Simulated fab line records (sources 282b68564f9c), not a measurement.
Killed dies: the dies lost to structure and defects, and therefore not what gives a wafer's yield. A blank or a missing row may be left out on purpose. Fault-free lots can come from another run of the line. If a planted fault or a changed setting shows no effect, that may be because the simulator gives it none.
fab line records	flow rit_cmos
record lots=5	wafers=15	last_day=7
route steps=202 shown CONTACT@172 M1@184
lots with no fault: from the same line, run without faults
start_h: start of the lot's first displayed wafer, in hours after the record's first day	wait_h: hours since the lot's step before	" same as the row above	L1.1+2: one row covering several wafers at once	- no value present, or no start provided	* or withheld: withheld	< > ~ a bound
route shown NAME@n: a module of which the file shows steps, and the number in the route of the first	usual: mean/standard deviation taken from wafers without a fault	same: alike in all rows	chamber/n: place in a boat	sites: readings site by site	_std_site: standard deviation of those values	_edge_site: inner sites' mean taken away from outer sites' mean	radius_mm: how far each site lies from the wafer's centre	mask NAME#n: copy n	behind: the tool/chamber that last shaped the wafer	hold: what put the lot on hold/how long, in hours/how the hold closed	device: the n, p or np transistor that did not switch	end of line: the route-end tests of the same wafers	a step with no rows: only its recipe	killed: count of dies lost to structure and defects at first sort (not the wafer's yield)	map: dies across one wafer; x = killed, . = not, _ = none there
set.NAME: the run value of the setting; set.NAME@STEP: its run value at that earlier step	model.NAME: the simulator's own value behind a step, which no gauge read
lots at some steps of the route; a table a step, a row a wafer
services: a tool's chamber out of use, with start hour (start_h, from the record's first day; less than 0 if before it), hours out, and reason
## steps
# step RIT_CONTACT_SOFTBAKE_04
# recipe resist=NOVOLAK	temp_c=90	time_s=60
# step RIT_CONTACT_EXPOSE_05
# recipe mask_id=M11	na=0.6	source_shape=conventional	sigma_outer=0.5	target_cd_nm=1000	dose_mj=250
# step RIT_CONTACT_PEB_06
# recipe resist=NOVOLAK	temp_c=withheld	time_s=withheld
# step RIT_CONTACT_DEVELOP_07
# recipe resist=NOVOLAK	develop_time_s=120	dev_temp_c=23.39
# step RIT_CONTACT_CD_MEAS_08
# recipe target_cd_nm=1000
# usual cd_nm=999.7/1.7
lot.wafer	tool	chamber	start_h	wait_h	cd_nm
L803.1	cd_sem-02	-	53.25	-	997.8
L803.2	"	-	"	"	997.7
L803.3	"	-	"	"	1002.2
L804.3	cd_sem-02	-	59.17	-	999.4
L804.4	"	-	"	"	997.4
L804.6	"	-	"	"	997.8
L813.1	cd_sem-02	-	102.78	-	1001.4
L813.3	"	-	"	"	1003.4
L813.4	"	-	"	"	1001.3
L822.1	cd_sem-02	-	147.27	-	998.9
L822.3	"	-	"	"	999.9
L822.4	"	-	"	"	997.4
L824.1	cd_sem-02	-	158.88	-	1000.0
L824.2	"	-	"	"	999.2
L824.3	"	-	"	"	997.4
# step RIT_CONTACT_OVL_MEAS_09
# usual CONTACT_OVL=0.1/1.4
lot.wafer	tool	chamber	start_h	wait_h	CONTACT_OVL[nm]
L803.1	overlay-02	-	53.37	0.1	-0.8
L803.2	"	-	"	"	-1.8
L803.3	"	-	"	"	-1.3
L804.3	overlay-02	-	59.26	0.1	-0.5
L804.4	"	-	"	"	-1.9
L804.6	"	-	"	"	-0.8
L813.1	overlay-01	-	102.90	0.1	-0.9
L813.3	"	-	"	"	0.4
L813.4	"	-	"	"	1.3
L822.1	overlay-02	-	147.39	0.1	1.2
L822.3	"	-	"	"	0.8
L822.4	"	-	"	"	2.6
L824.1	overlay-02	-	159.00	0.1	0.4
L824.2	"	-	"	"	1.9
L824.3	"	-	"	"	-0.2
# step RIT_CONTACT_HARDBAKE_10
# recipe resist=NOVOLAK	temp_c=140	time_s=60
# step RIT_CONTACT_ETCH_11
# recipe target_depth_a=4800	over_etch_frac=0.2	stop_on=TiSi2	chemistry=CHF3/CF4/Ar	target=SiO2	CHF3_flow_sccm=50	cf4_flow_sccm=10	Ar_flow_sccm=100	O2_flow_sccm=5	pressure_mtorr=100	rf_w=200	time_s=320
# usual drypump_motor_current_A=5.7/0.33	oes_product_au=0.991/0.015	throttle_valve_pct=8.96/0.14
lot.wafer	tool	chamber	start_h	wait_h	drypump_motor_current_A	oes_product_au	rf_hours_counter_h	throttle_valve_pct
L803.1	rie_diel-03	0	53.55	0.1	5.4	1.018	115	8.99
L803.2	"	1	"	"	5.9	0.988	125	9.02
L803.3	"	2	"	"	5.5	0.997	5	9.12
L804.3	rie_diel-03	0	59.43	0.1	5.3	1.029	115	8.97
L804.4	"	1	"	"	5.9	0.991	125	9.02
L804.6	"	1	"	"	5.9	0.990	-	9.01
L813.1	rie_diel-03	0	103.09	0.1	5.3	1.016	116	8.96
L813.3	"	1	"	"	5.9	0.983	127	9.02
L813.4	"	3	"	"	5.9	0.969	44	8.93
L822.1	rie_diel-03	3	147.58	0.1	5.9	0.969	45	8.93
L822.3	"	0	"	"	5.3	1.029	116	8.96
L822.4	"	2	"	"	5.5	0.988	8	9.14
L824.1	rie_diel-01	3	159.19	0.1	5.6	0.989	3	9.16
L824.2	"	2	"	"	5.6	1.011	9	8.90
L824.3	"	0	"	"	6.4	0.976	1	9.01
# step RIT_CONTACT_STRIP_12
# recipe chemistry=O2	time_s=180	resist=NOVOLAK	platen_temp_c=withheld	power_w=500	pressure_mtorr=4000	o2_flow_sccm=4000
# usual drypump_motor_current_A=5.57/0.29
lot.wafer	tool	chamber	start_h	wait_h	drypump_motor_current_A	rf_hours_counter_h
L803.1	plasma_asher-01	0	53.75	0.1	5.20	26
L803.2	"	1	"	"	5.71	26
L803.3	"	0	"	"	5.22	-
L804.3	plasma_asher-01	1	59.69	0.2	5.73	-
L804.4	"	0	"	"	5.19	-
L804.6	"	1	"	"	5.70	-
L813.1	plasma_asher-02	1	103.28	0.1	5.71	46
L813.3	"	0	"	"	5.83	-
L813.4	"	1	"	"	5.72	-
L822.1	plasma_asher-01	1	147.77	0.1	5.75	37
L822.3	"	0	"	"	5.19	-
L822.4	"	1	"	"	5.76	-
L824.1	plasma_asher-02	0	159.38	0.1	5.80	5
L824.2	"	1	"	"	5.69	5
L824.3	"	0	"	"	5.79	-
# step RIT_CONTACT_CD_MEAS_90
# recipe target_cd_nm=1000
# usual cd_nm=999.8/1.7
lot.wafer	tool	chamber	start_h	wait_h	cd_nm
L803.1	cd_sem-01	-	53.92	0.1	998.4
L803.2	"	-	"	"	998.1
L803.3	"	-	"	"	1002.3
L804.3	cd_sem-02	-	59.84	0.1	999.0
L804.4	"	-	"	"	997.7
L804.6	"	-	"	"	997.9
L813.1	cd_sem-01	-	103.46	0.1	1001.6
L813.3	"	-	"	"	1003.6
L813.4	"	-	"	"	1001.3
L822.1	cd_sem-01	-	147.95	0.1	998.6
L822.3	"	-	"	"	999.9
L822.4	"	-	"	"	997.0
L824.1	cd_sem-02	-	159.56	0.1	999.9
L824.2	"	-	"	"	999.5
L824.3	"	-	"	"	997.7
# step RIT_CONTACT_CLEAN_13
# recipe chemistry=SC1	mix=3:3:50	time_s=600	temp_c=75
# step RIT_CONTACT_CLEAN_14
# recipe chemistry=SC2	mix=3:3:50	time_s=600	temp_c=75	dry=n2_spin
# step RIT_M1_SPUTTER_00
# recipe material=Al	target_thk_nm=400	power_w=2000	chamber_pressure_pa=0.4	gas=Ar	time_s=500	substrate_temp_c=25
# usual throttle_valve_pct=30.0/1.1
lot.wafer	tool	chamber	start_h	wait_h	throttle_valve_pct	model.Al_of_M1_SPUTTER_00.thk_nm
L803.1	pvd_sputter-03	-	54.41	0.0	29.8	390
L803.2	"	-	"	"	29.0	396
L803.3	"	-	"	"	28.7	396.8
L804.3	pvd_sputter-04	-	60.27	0.0	29.0	398.1
L804.4	"	-	"	"	31.3	399.5
L804.6	"	-	"	"	31.4	395.5
L813.1	pvd_sputter-04	-	103.93	0.0	31.3	260.3
L813.3	"	-	"	"	29.2	265.1
L813.4	"	-	"	"	31.5	263.6
L822.1	pvd_sputter-03	-	148.42	0.0	28.6	397.6
L822.3	"	-	"	"	28.4	400
L822.4	"	-	"	"	29.6	394.3
L824.1	pvd_sputter-02	-	160.06	0.0	30.3	403.7
L824.2	"	-	"	"	30.1	404.3
L824.3	"	-	"	"	30.4	402.2
# step RIT_M1_RS_MEAS_01
# recipe thk_meas_gauge=four-point-probe	reads=Al_of_M1_SPUTTER_00
# usual M1_AL_RS=0.0737/0.00071
lot.wafer	tool	chamber	start_h	wait_h	M1_AL_RS[ohm/sq]
L803.1	film_metro-03	-	54.70	0.1	0.0754
L803.2	"	-	"	"	0.0741
L803.3	"	-	"	"	0.0741
L804.3	film_metro-03	-	60.61	0.2	0.0737
L804.4	"	-	"	"	0.0735
L804.6	"	-	"	"	0.0742
L813.1	film_metro-02	-	104.25	0.2	0.1143
L813.3	"	-	"	"	0.1120
L813.4	"	-	"	"	0.1128
L822.1	film_metro-04	-	148.71	0.1	0.0740
L822.3	"	-	"	"	0.0736
L822.4	"	-	"	"	0.0745
L824.1	film_metro-03	-	160.35	0.1	0.0726
L824.2	"	-	"	"	0.0726
L824.3	"	-	"	"	0.0730
# step RIT_M1_THK_MEAS_02
# recipe thk_meas_gauge=xrf	reads=Al_of_M1_SPUTTER_00
# usual M1_AL_THK=406/4.7
lot.wafer	tool	chamber	start_h	wait_h	M1_AL_THK[nm]
L803.1	film_metro-03	-	54.82	0.1	394
L803.2	"	-	"	"	402
L803.3	"	-	"	"	403
L804.3	film_metro-03	-	60.71	0.1	406
L804.4	"	-	"	"	407
L804.6	"	-	"	"	403
L813.1	film_metro-02	-	104.37	0.1	264
L813.3	"	-	"	"	269
L813.4	"	-	"	"	268
L822.1	film_metro-04	-	148.83	0.1	407
L822.3	"	-	"	"	411
L822.4	"	-	"	"	403
L824.1	film_metro-03	-	160.47	0.1	407
L824.2	"	-	"	"	409
L824.3	"	-	"	"	408
# step RIT_M1_HMDS_03
# recipe prime_time_s=60	prime_temp_c=140
# step RIT_M1_COAT_04
# recipe resist=NOVOLAK	spin_rpm=2000	resist_thk_nm=1300
# step RIT_M1_SOFTBAKE_05
# recipe resist=NOVOLAK	temp_c=90	time_s=60
# step RIT_M1_EXPOSE_06
# recipe mask_id=M12	na=0.6	source_shape=conventional	sigma_outer=0.5	target_cd_nm=2600	dose_mj=250
# step RIT_M1_PEB_07
# recipe resist=NOVOLAK	temp_c=withheld	time_s=withheld
# step RIT_M1_DEVELOP_08
# recipe resist=NOVOLAK	develop_time_s=68	dev_temp_c=22.44
# step RIT_M1_CD_MEAS_09
# recipe target_cd_nm=2600
# usual cd_nm=2600.4/2.1
lot.wafer	tool	chamber	start_h	wait_h	cd_nm
L803.1	cd_sem-02	-	55.76	-	2603.0
L803.2	"	-	"	"	2600.9
L803.3	"	-	"	"	2605.5
L804.3	cd_sem-02	-	61.67	-	2598.5
L804.4	"	-	"	"	2598.1
L804.6	"	-	"	"	2599.2
L813.1	cd_sem-01	-	105.31	-	2595.4
L813.3	"	-	"	"	2596.3
L813.4	"	-	"	"	2597.4
L822.1	cd_sem-02	-	149.77	-	2599.3
L822.3	"	-	"	"	2600.0
L822.4	"	-	"	"	2599.2
L824.1	cd_sem-02	-	161.56	-	2599.3
L824.2	"	-	"	"	2599.1
L824.3	"	-	"	"	2598.9
# step RIT_M1_OVL_MEAS_10
# usual M1_OVL=-0.3/1.5
lot.wafer	tool	chamber	start_h	wait_h	M1_OVL[nm]
L803.1	overlay-01	-	55.88	0.1	-2.1
L803.2	"	-	"	"	-2.4
L803.3	"	-	"	"	-1.4
L804.3	overlay-02	-	61.76	0.1	-0.4
L804.4	"	-	"	"	-0.8
L804.6	"	-	"	"	-2.2
L813.1	overlay-01	-	105.43	0.1	-1.0
L813.3	"	-	"	"	-0.5
L813.4	"	-	"	"	0.4
L822.1	overlay-01	-	149.89	0.1	2.3
L822.3	"	-	"	"	1.7
L822.4	"	-	"	"	0.2
L824.1	overlay-01	-	161.68	0.1	1.4
L824.2	"	-	"	"	2.5
L824.3	"	-	"	"	0.1
# step RIT_M1_HARDBAKE_11
# recipe resist=NOVOLAK	temp_c=140	time_s=120
# step RIT_M1_METAL_ETCH_12
# recipe stop_on=SiO2	chemistry=Cl2/BCl3	target=Al	time_s=165	over_etch_frac=0.5	pressure_mtorr=100	target_depth_a=6000	rf_w=250	Cl2_flow_sccm=60	bcl3_flow_sccm=50
# usual drypump_motor_current_A=5.76/0.21	oes_product_au=0.774/0.016	throttle_valve_pct=8.30/0.13
lot.wafer	tool	chamber	start_h	wait_h	drypump_motor_current_A	oes_product_au	rf_hours_counter_h	throttle_valve_pct
L803.1	rie_metal-01	0	56.17	0.2	5.68	0.749	33	8.48
L803.2	"	1	"	"	5.55	0.746	36	8.18
L803.3	"	0	"	"	5.69	0.754	-	8.47
L804.3	rie_metal-03	0	62.09	0.2	5.69	0.768	-	8.35
L804.4	"	1	"	"	6.22	0.806	-	8.12
L804.6	"	0	"	"	5.72	0.773	-	8.34
L813.1	rie_metal-03	1	105.71	0.2	6.23	0.638	3	8.15
L813.3	"	0	"	"	5.71	0.622	-	8.38
L813.4	"	1	"	"	6.20	0.651	-	8.14
L822.1	rie_metal-04	0	150.29	0.2	5.74	0.778	2	8.41
L822.3	"	1	"	"	5.71	0.777	-	8.27
L822.4	"	0	"	"	5.75	0.772	-	8.42
L824.1	rie_metal-03	0	161.96	0.2	5.71	0.773	4	8.35
L824.2	"	1	"	"	6.20	0.793	4	8.13
L824.3	"	0	"	"	5.70	0.776	-	8.34
# step RIT_M1_STRIP_13
# recipe chemistry=nmp	resist=NOVOLAK	temp_c=80	time_s=600	dry=n2_spin
# step RIT_M1_PROBE_99
# usual defect_limited_yield=97.3/1.2	killed_at_M0_to_M3=0.0/0.16	killed_at_contacts=0.0/0.18	killed_at_front_end=7/3.1	killed_dies=7/3.1	killed_open=3.5/2.1	killed_short=3.5/2	sort_bin_3_pad_short=0.1/0.2	sort_bin_5_function=1.5/0.85	sort_bin_6_memory=1.0/0.68	sort_n_pass=257/3.1	sort_yield_pct=97.3/1.2
# same gross_dies=264	killed_at_M4_up=0	killed_at_back_side=0	killed_at_other=0
lot.wafer	tool	chamber	start_h	wait_h	defect_limited_yield[%]	killed_at_M0_to_M3	killed_at_contacts	killed_at_front_end	killed_dies	killed_open	killed_short	sort_bin_3_pad_short[%]	sort_bin_5_function[%]	sort_bin_6_memory[%]	sort_n_pass	sort_yield_pct[%]	model.etest.m1.rs_ohm_sq	model.etest.antenna_m1.vt_shift_v
L803.1	prober-01	-	58.42	0.1	97.0	0	0	8	8	3	5	0	1.5	1.5	256	97.0	0.07446	-0.01294
L803.2	prober-01	-	58.47	0.1	98.5	0	1	3	4	4	0	0	0.8	0.8	260	98.5	0.07294	-0.01157
L803.3	prober-01	-	58.52	0.2	97.7	0	0	6	6	4	1	0	1.5	0.8	258	97.7	0.07307	-0.008346
L804.3	prober-02	-	64.39	0.2	97.3	0	0	7	7	3	4	0.4	2.3	0	257	97.3	0.07301	-0.01506
L804.4	prober-02	-	64.44	0.2	94.7	0	0	14	14	8	6	0.4	3.8	1.1	250	94.7	0.07301	-0.009585
L804.6	prober-02	-	64.54	0.2	98.1	0	0	5	5	3	2	0.4	0.4	1.1	259	98.1	0.07314	-0.01379
L813.1	prober-01	-	107.96	0.1	96.2	1	0	9	10	5	5	0	2.3	1.5	254	96.2	0.1109	-0.02184
L813.3	prober-01	-	108.06	0.2	97.3	0	0	7	7	6	1	0	2.3	0.4	257	97.3	0.1095	-0.01847
L813.4	prober-01	-	108.11	0.2	98.5	0	0	4	4	0	4	0	0.8	0.8	260	98.5	0.11	-0.01779
L822.1	prober-02	-	152.61	0.1	97.0	0	0	8	8	5	3	0	2.7	0.4	256	97.0	0.07322	-0.01108
L822.3	prober-02	-	152.71	0.2	97.3	0	0	7	7	4	3	0	1.1	1.5	257	97.3	0.07226	-0.01256
L822.4	prober-02	-	152.76	0.2	98.5	0	0	4	4	3	1	0	0.8	0.8	260	98.5	0.07359	-0.01011
L824.1	prober-02	-	164.22	0.1	99.2	0	0	2	2	1	1	0	0.8	0	262	99.2	0.07222	-0.0136
L824.2	prober-02	-	164.27	0.1	98.1	0	0	5	5	3	2	0	1.5	0.4	259	98.1	0.07172	-0.01193
L824.3	prober-02	-	164.32	0.2	97.7	0	0	6	6	1	4	0	1.9	0.4	258	97.7	0.07204	-0.01079
# killed by level:class
L803.1 SPACER:geometric_particle:short=2 FOX1:geometric_particle:short=1 GATE:geometric_particle:open=1 GATE:geometric_particle:short=1 REOX:geometric_particle:short=1 REOX:geometric_particle:open=1 SPACER:geometric_particle:open=1
L803.2 REOX:geometric_particle:open=1 SPACER:geometric_particle:open=1 SILICIDE:geometric_particle:open=1 CONTACT:geometric_particle:open=1
L803.3 FOX1:geometric_particle:open=3 FOX2:geometric_particle:open=1 REOX:geometric_particle:short=1 PRETRO:coat_microbubble_printed=1
L804.3 FOX1:geometric_particle:open=2 REOX:geometric_particle:short=2 FOX2:geometric_particle:short=1 GATE:geometric_particle:short=1 SPACER:geometric_particle:open=1
L804.4 FOX1:geometric_particle:open=3 GATE:geometric_particle:open=3 SPACER:geometric_particle:short=3 FOX1:geometric_particle:short=2 GATE:geometric_particle:short=1 REOX:geometric_particle:open=1 SPACER:geometric_particle:open=1
L804.6 FOX1:geometric_particle:short=1 GATE:geometric_particle:open=1 REOX:geometric_particle:short=1 REOX:geometric_particle:open=1 SPACER:geometric_particle:open=1
L813.1 SPACER:geometric_particle:open=2 FOX1:geometric_particle:open=1 FOX1:geometric_particle:short=1 GATE:geometric_particle:short=1 REOX:geometric_particle:open=1 SPACER:geometric_particle:short=1 SILICIDE:geometric_particle:open=1 SILICIDE:geometric_particle:short=1
L813.3 GATE:geometric_particle:open=4 FOX1:geometric_particle:open=1 GATE:geometric_particle:short=1 SPACER:geometric_particle:open=1
L813.4 GATE:geometric_particle:short=3 SILICIDE:geometric_particle:short=1
L822.1 SPACER:geometric_particle:open=2 FOX1:geometric_particle:open=1 GATE:geometric_particle:open=1 GATE:geometric_particle:short=1 SPACER:geometric_particle:short=1 SILICIDE:geometric_particle:open=1 SILICIDE:geometric_particle:short=1
L822.3 FOX1:geometric_particle:open=2 REOX:geometric_particle:short=2 REOX:geometric_particle:open=1 SPACER:geometric_particle:short=1 SPACER:geometric_particle:open=1
L822.4 FOX1:geometric_particle:open=1 FOX2:geometric_particle:open=1 GATE:geometric_particle:open=1 GATE:geometric_particle:short=1
L824.1 GATE:geometric_particle:open=1 GATE:geometric_particle:short=1
L824.2 GATE:geometric_particle:short=2 GATE:geometric_particle:open=1 REOX:geometric_particle:open=1 SILICIDE:geometric_particle:open=1
L824.3 GATE:geometric_particle:short=4 GATE:geometric_particle:open=1 NLDD:coat_microbubble_printed=1
## services
tool	chamber	start_h	hours	kind
rie_metal-04	-	35.40	0.6	repair
pvd_sputter-02	-	37.68	3.3	repair
rie_metal-01	-	41.26	0.4	repair
pvd_sputter-02	-	49.36	1.4	repair
rie_diel-01	0	55.11	2.8	repair
rie_diel-01	0	57.90	-	clean
pvd_sputter-02	-	66.16	9.6	repair
pvd_sputter-02	-	68.66	1.0	repair
rie_metal-01	-	76.68	4.3	pm
plasma_asher-02	-	91.14	0.5	repair
plasma_asher-02	-	104.86	3.3	repair
plasma_asher-02	-	105.39	0.4	repair
plasma_asher-02	-	108.81	9.0	pm
plasma_asher-02	0	108.81	9.0	vent_cycle
plasma_asher-02	1	108.81	9.0	vent_cycle
rie_diel-03	0	111.88	6.7	repair
pvd_sputter-04	-	116.17	3.9	repair
plasma_asher-02	0	117.81	-	clean
plasma_asher-02	1	117.81	-	clean
rie_diel-03	0	128.77	15.3	repair
rie_metal-04	-	134.82	0.4	repair
rie_metal-01	-	136.12	20.0	pm
pvd_sputter-03	-	156.35	5.7	repair
pvd_sputter-04	-	158.75	11.4	repair
## key
first_sign step=RIT_M1_RS_MEAS_01	reading=M1_AL_RS	direction=up	sigmas=55	usual=0.0737	struck=0.1131
effect step=RIT_M1_THK_MEAS_02	reading=M1_AL_THK	direction=down	sigmas=29	usual=406	struck=267
effect step=RIT_M1_METAL_ETCH_12	reading=oes_product_au	direction=down	sigmas=8.6	usual=0.774	struck=0.637
model_effect step=RIT_M1_SPUTTER_00	value=Al_of_M1_SPUTTER_00.thk_nm	without=400.1	struck=263
model_effect step=RIT_M1_PROBE_99	value=etest.m1.rs_ohm_sq	without=0.07239	struck=0.1102
met_at RIT_M1_SPUTTER_00
struck_wafers L813.1,L813.3,L813.4
onset_between 60.27 103.93
fault kind=process_parameter_drift	tool=pvd_sputter-04	chamber=-	onset_h=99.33	steps=RIT_M1_SPUTTER_00	channel=target_thk_nm	offset=-137.11	shape=step	acts_in=these_recipes_only	stated=400
